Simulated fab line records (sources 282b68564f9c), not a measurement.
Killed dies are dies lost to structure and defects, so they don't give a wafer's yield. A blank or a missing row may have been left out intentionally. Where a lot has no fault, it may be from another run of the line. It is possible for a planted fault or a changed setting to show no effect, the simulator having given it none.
Which tool was responsible? :: flow ritCmos :: 45 wafers from 15 lots sampled at 6 of the route's 202 steps

WHAT EACH GAUGE READ, for each wafer
RIT_PSD_TW_MEAS_10. Usual: PSD_TW 3427, standard deviation 20.
lot: L127
measured: day 3 02:03
on: filmMetro-03
PSD_TW: 3410 3413 3404
flag: 

lot: L128
measured: day 3 06:32
on: filmMetro-04
PSD_TW: 3421 3405 3425
flag: 

lot: L134
measured: day 4 13:29
on: filmMetro-04
PSD_TW: 3404 3422 3412
flag: 

lot: L135
measured: day 4 19:32
on: filmMetro-04
PSD_TW: 3433 3445 3432
flag: 

lot: L137
measured: day 5 03:04
on: filmMetro-01
PSD_TW: 3454 3461 3454
flag: 

lot: L138
measured: day 5 09:56
on: filmMetro-01
PSD_TW: 3430 3440 3448
flag: 

lot: L139
measured: day 5 13:34
on: filmMetro-04
PSD_TW: 3424 3436 3443
flag: 

lot: L141
measured: day 5 23:17
on: filmMetro-03
PSD_TW: 3411 3423 3430
flag: 

lot: L142
measured: day 6 03:23
on: filmMetro-01
PSD_TW: 3444 3455 3432
flag: 

lot: L143
measured: day 6 08:29
on: filmMetro-01
PSD_TW: 3544 3523 3540 3548 3545 3541
flag: OFF

lot: L144
measured: day 6 15:00
on: filmMetro-01
PSD_TW: 3555 3553 3549 3538 3547 3537
flag: OFF

lot: L145
measured: day 6 19:47
on: filmMetro-03
PSD_TW: 3518 3516 3521 3536 3518 3494
flag: OFF

lot: L146
measured: day 7 01:28
on: filmMetro-04
PSD_TW: 3527 3500 3518 3522 3531 3501
flag: OFF

lot: L147
measured: day 7 07:56
on: filmMetro-04
PSD_TW: 3402 3404 3412
flag: 

lot: L150
measured: day 7 22:44
on: filmMetro-01
PSD_TW: 3432 3456 3448
flag: 

RIT_SDANNEAL_RS_MEAS_04: measurement is done with a four-point probe. Usual: PSD_RS 115.9 ohm/sq, standard deviation 0.36.
lot: L127
measured: day 3 02:35
on: filmMetro-01
PSD_RS (ohm/sq): 115.0 115.4 115.2
flag: 

lot: L128
measured: day 3 07:03
on: filmMetro-04
PSD_RS (ohm/sq): 116.0 116.0 115.9
flag: 

lot: L134
measured: day 4 13:58
on: filmMetro-03
PSD_RS (ohm/sq): 115.4 115.6 115.5
flag: 

lot: L135
measured: day 4 20:01
on: filmMetro-03
PSD_RS (ohm/sq): 115.9 115.7 115.9
flag: 

lot: L137
measured: day 5 03:34
on: filmMetro-04
PSD_RS (ohm/sq): 115.9 116.1 115.9
flag: 

lot: L138
measured: day 5 10:27
on: filmMetro-04
PSD_RS (ohm/sq): 116.0 116.3 115.9
flag: 

lot: L139
measured: day 5 14:03
on: filmMetro-04
PSD_RS (ohm/sq): 116.0 116.1 116.0
flag: 

lot: L141
measured: day 5 23:47
on: filmMetro-03
PSD_RS (ohm/sq): 116.1 115.8 115.7
flag: 

lot: L142
measured: day 6 03:55
on: filmMetro-01
PSD_RS (ohm/sq): 115.3 115.4 115.2
flag: 

lot: L143
measured: day 6 11:02
on: filmMetro-01
PSD_RS (ohm/sq): 108.5 108.1 108.6 108.6 108.5 108.7
flag: OFF

lot: L144
measured: day 6 20:52
on: filmMetro-03
PSD_RS (ohm/sq): 108.4 108.1 108.4 108.4 108.1 108.4
flag: OFF

lot: L145
measured: day 6 22:03
on: filmMetro-03
PSD_RS (ohm/sq): 108.4 109.1 108.9 108.7 108.9 108.7
flag: OFF

lot: L146
measured: day 7 03:47
on: filmMetro-01
PSD_RS (ohm/sq): 108.2 108.2 107.8 108.0 108.0 108.0
flag: OFF

lot: L147
measured: day 7 08:25
on: filmMetro-04
PSD_RS (ohm/sq): 116.1 116.3 116.4
flag: 

lot: L150
measured: day 7 23:14
on: filmMetro-04
PSD_RS (ohm/sq): 116.4 116.1 116.2
flag: 

RIT_SILICIDE_RS_MEAS_02: measurement is done with a four-point probe. Usual: SILICIDE_TI_RS 48.1 ohm/sq, standard deviation 0.68.
lot: L127
measured: day 3 03:13
on: filmMetro-02
SILICIDE_TI_RS (ohm/sq): 48.1 48.5 47.1
flag: 

lot: L128
measured: day 3 07:41
on: filmMetro-02
SILICIDE_TI_RS (ohm/sq): 48.6 48.6 49.3
flag: 

lot: L134
measured: day 4 14:37
on: filmMetro-02
SILICIDE_TI_RS (ohm/sq): 48.8 48.2 48.4
flag: 

lot: L135
measured: day 4 20:39
on: filmMetro-02
SILICIDE_TI_RS (ohm/sq): 48.6 48.8 49.2
flag: 

lot: L137
measured: day 5 04:12
on: filmMetro-02
SILICIDE_TI_RS (ohm/sq): 48.9 48.5 48.4
flag: 

lot: L138
measured: day 5 11:06
on: filmMetro-02
SILICIDE_TI_RS (ohm/sq): 48.2 48.5 48.3
flag: 

lot: L139
measured: day 5 14:42
on: filmMetro-03
SILICIDE_TI_RS (ohm/sq): 49.0 48.8 48.0
flag: 

lot: L141
measured: day 6 00:25
on: filmMetro-04
SILICIDE_TI_RS (ohm/sq): 46.9 47.6 47.0
flag: 

lot: L142
measured: day 6 04:34
on: filmMetro-04
SILICIDE_TI_RS (ohm/sq): 48.1 47.6 48.5
flag: 

lot: L143
measured: day 6 17:27
on: filmMetro-02
SILICIDE_TI_RS (ohm/sq): 47.4 47.4 47.3
flag: 

lot: L144
measured: day 6 22:42
on: filmMetro-02
SILICIDE_TI_RS (ohm/sq): 47.2 47.8 47.6
flag: 

lot: L145
measured: day 7 01:41
on: filmMetro-02
SILICIDE_TI_RS (ohm/sq): 48.1 48.4 48.1
flag: 

lot: L146
measured: day 7 10:34
on: filmMetro-04
SILICIDE_TI_RS (ohm/sq): 48.5 48.7 48.5
flag: 

lot: L147
measured: day 7 09:05
on: filmMetro-02
SILICIDE_TI_RS (ohm/sq): 46.9 46.8 46.9
flag: 

lot: L150
measured: day 7 23:53
on: filmMetro-03
SILICIDE_TI_RS (ohm/sq): 47.7 47.9 46.9
flag: 

RIT_CONTACT_OVL_MEAS_09. Usual: CONTACT_OVL 0.2 nm, standard deviation 1.4.
lot: L127
measured: day 3 04:53
on: overlay-01
CONTACT_OVL (nm): 1.3 1.0 0.4
flag: 

lot: L128
measured: day 3 09:14
on: overlay-02
CONTACT_OVL (nm): -0.2 -0.6 0.1
flag: 

lot: L134
measured: day 4 16:17
on: overlay-01
CONTACT_OVL (nm): -0.6 -0.1 0.3
flag: 

lot: L135
measured: day 4 22:20
on: overlay-01
CONTACT_OVL (nm): 1.7 0.1 0.9
flag: 

lot: L137
measured: day 5 05:45
on: overlay-01
CONTACT_OVL (nm): -0.1 1.4 0.5
flag: 

lot: L138
measured: day 5 12:37
on: overlay-02
CONTACT_OVL (nm): 1.2 0.0 -1.5
flag: 

lot: L139
measured: day 5 16:20
on: overlay-01
CONTACT_OVL (nm): 0.0 2.9 0.6
flag: 

lot: L141
measured: day 6 02:04
on: overlay-02
CONTACT_OVL (nm): -1.4 -1.4 -0.3
flag: 

lot: L142
measured: day 6 06:14
on: overlay-02
CONTACT_OVL (nm): 1.8 0.8 0.3
flag: 

lot: L143
measured: day 6 18:59
on: overlay-01
CONTACT_OVL (nm): -0.8 -0.8 -0.5
flag: 

lot: L144
measured: day 7 00:18
on: overlay-01
CONTACT_OVL (nm): -2.1 -0.1 -2.0
flag: 

lot: L145
measured: day 7 03:30
on: overlay-02
CONTACT_OVL (nm): 2.6 0.5 0.0
flag: 

lot: L146
measured: day 7 12:05
on: overlay-02
CONTACT_OVL (nm): -1.6 -0.1 -2.0
flag: 

lot: L147
measured: day 7 10:46
on: overlay-01
CONTACT_OVL (nm): 1.4 -0.6 -0.4
flag: 

lot: L150
measured: day 8 01:34
on: overlay-01
CONTACT_OVL (nm): -0.3 1.1 1.6
flag: 

RIT_M1_RS_MEAS_01: measurement is done with a four-point probe. Usual: M1_AL_RS 0.0734 ohm/sq, standard deviation 0.00078.
lot: L127
measured: day 3 06:24
on: filmMetro-01
M1_AL_RS (ohm/sq): 0.0737 0.0730 0.0736
flag: 

lot: L128
measured: day 3 10:40
on: filmMetro-03
M1_AL_RS (ohm/sq): 0.0727 0.0723 0.0732
flag: 

lot: L134
measured: day 4 17:37
on: filmMetro-01
M1_AL_RS (ohm/sq): 0.0730 0.0730 0.0722
flag: 

lot: L135
measured: day 4 23:39
on: filmMetro-03
M1_AL_RS (ohm/sq): 0.0738 0.0743 0.0752
flag: 

lot: L137
measured: day 5 07:05
on: filmMetro-04
M1_AL_RS (ohm/sq): 0.0741 0.0738 0.0743
flag: 

lot: L138
measured: day 5 14:00
on: filmMetro-03
M1_AL_RS (ohm/sq): 0.0733 0.0734 0.0743
flag: 

lot: L139
measured: day 5 17:41
on: filmMetro-01
M1_AL_RS (ohm/sq): 0.0721 0.0735 0.0726
flag: 

lot: L141
measured: day 6 03:26
on: filmMetro-04
M1_AL_RS (ohm/sq): 0.0734 0.0735 0.0746
flag: 

lot: L142
measured: day 6 07:34
on: filmMetro-04
M1_AL_RS (ohm/sq): 0.0732 0.0743 0.0740
flag: 

lot: L143
measured: day 6 20:20
on: filmMetro-01
M1_AL_RS (ohm/sq): 0.0719 0.0716 0.0722
flag: 

lot: L144
measured: day 7 01:39
on: filmMetro-03
M1_AL_RS (ohm/sq): 0.0729 0.0726 0.0726
flag: 

lot: L145
measured: day 7 05:05
on: filmMetro-04
M1_AL_RS (ohm/sq): 0.0724 0.0725 0.0728
flag: 

lot: L146
measured: day 7 13:26
on: filmMetro-01
M1_AL_RS (ohm/sq): 0.0747 0.0741 0.0743
flag: 

lot: L147
measured: day 7 12:06
on: filmMetro-03
M1_AL_RS (ohm/sq): 0.0741 0.0736 0.0750
flag: 

lot: L150
measured: day 8 02:55
on: filmMetro-01
M1_AL_RS (ohm/sq): 0.0743 0.0738 0.0750
flag: 

TOOL THAT RAN EACH LOT (tool first, then ch and the chambers of the sampled wafers, then the start)
lot: L127
RIT_PSD_IMPLANT_08: implanter-03 ch 0, day 3 01:44

lot: L128
RIT_PSD_IMPLANT_08: implanter-01 ch 0, day 3 06:13

lot: L134
RIT_PSD_IMPLANT_08: implanter-04 ch 0, day 4 13:09

lot: L135
RIT_PSD_IMPLANT_08: implanter-01 ch 0, day 4 19:12

lot: L137
RIT_PSD_IMPLANT_08: implanter-03 ch 0, day 5 02:45

lot: L138
RIT_PSD_IMPLANT_08: implanter-01 ch 0, day 5 09:40

lot: L139
RIT_PSD_IMPLANT_08: implanter-03 ch 0, day 5 13:15

lot: L141
RIT_PSD_IMPLANT_08: implanter-04 ch 0, day 5 22:59

lot: L142
RIT_PSD_IMPLANT_08: implanter-03 ch 0, day 6 03:04

lot: L143
RIT_PSD_IMPLANT_08: implanter-01 ch 0, day 6 08:11

lot: L144
RIT_PSD_IMPLANT_08: implanter-01 ch 0, day 6 14:42

lot: L145
RIT_PSD_IMPLANT_08: implanter-01 ch 0, day 6 19:29

lot: L146
RIT_PSD_IMPLANT_08: implanter-01 ch 0, day 7 01:10

lot: L147
RIT_PSD_IMPLANT_08: implanter-04 ch 0, day 7 07:37

lot: L150
RIT_PSD_IMPLANT_08: implanter-03 ch 0, day 7 22:25
- RIT_PSD_IMPLANT_08

WHAT THE TOOLS THEMSELVES READ (means of the sampled wafers that have a number; where no wafer has one, the mark that the record gives instead)
RIT_PSD_IMPLANT_08. Usual: beamEnergyKeV 27.001, standard deviation 0.0075; tiltDeg 7.003 degrees, standard deviation 0.019.
lot: L127
tool: implanter-03
beamEnergyKeV: 26.999
tiltDeg (degrees): 7.026
flag: 

lot: L128
tool: implanter-01
beamEnergyKeV: 27.003
tiltDeg (degrees): 7.016
flag: 

lot: L134
tool: implanter-04
beamEnergyKeV: 26.990
tiltDeg (degrees): 7.030
flag: 

lot: L135
tool: implanter-01
beamEnergyKeV: 27.002
tiltDeg (degrees): 7.007
flag: 

lot: L137
tool: implanter-03
beamEnergyKeV: 27.002
tiltDeg (degrees): 6.991
flag: 

lot: L138
tool: implanter-01
beamEnergyKeV: 27.002
tiltDeg (degrees): 6.979
flag: 

lot: L139
tool: implanter-03
beamEnergyKeV: 27.003
tiltDeg (degrees): 6.999
flag: 

lot: L141
tool: implanter-04
beamEnergyKeV: 26.991
tiltDeg (degrees): 7.003
flag: 

lot: L142
tool: implanter-03
beamEnergyKeV: 26.994
tiltDeg (degrees): 7.007
flag: 

lot: L143
tool: implanter-01
beamEnergyKeV: 30.514
tiltDeg (degrees): 7.000
flag: OFF

lot: L144
tool: implanter-01
beamEnergyKeV: 30.520
tiltDeg (degrees): 6.990
flag: OFF

lot: L145
tool: implanter-01
beamEnergyKeV: 30.515
tiltDeg (degrees): 7.021
flag: OFF

lot: L146
tool: implanter-01
beamEnergyKeV: 30.510
tiltDeg (degrees): 7.000
flag: OFF

lot: L147
tool: implanter-04
beamEnergyKeV: 27.011
tiltDeg (degrees): 7.029
flag: 

lot: L150
tool: implanter-03
beamEnergyKeV: 27.005
tiltDeg (degrees): 6.991
flag: 

THE ANSWER, worked out from the rows above alone
Rule: a lot is off if the mean of its wafers that have a number lies more than 3 standard deviations from the usual mean. A lot without any number at a reading at which 4 lots or more have one is off too. Any other lot the step has rows for is counted as sound. Order of review: gauges by route order, followed by the tools' own readings, for which a lot's mean as printed above is used. At the first step where some lot is off, the reading lying furthest off is the one used; lots without a number count as furthest.
Off: at RIT_PSD_TW_MEAS_10 (PSD_TW), L143, L144, L145, L146.
A tool fits if, at a process step before that reading, it ran every lot that is off, and no sound lot after the first of them. Not tried: the gauges at RIT_PSD_TW_MEAS_10; whatever is off there is also off at RIT_PSD_IMPLANT_08, on other tools, and gauge error can't account for it. One candidate fits, namely implanter-01 at RIT_PSD_IMPLANT_08. Its last sound lot is L138 (day 5 09:40), its first lot that is off L143 (day 6 08:11): a fault that began between those two fits.
On the lots that are off, the tool's own readings at RIT_PSD_IMPLANT_08 differ by more than 5 times the standard deviation of the sound lots' means, which bears it out; beamEnergyKeV reads 30.515 there versus 27.000 on the sound lots.

WHAT THE SIMULATOR PUT IN
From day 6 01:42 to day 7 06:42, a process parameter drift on implanter-01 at RIT_PSD_IMPLANT_08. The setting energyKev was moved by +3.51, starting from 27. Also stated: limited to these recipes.
Shown lots that were struck: L143, L144, L145, L146. The same result came from the rule above.
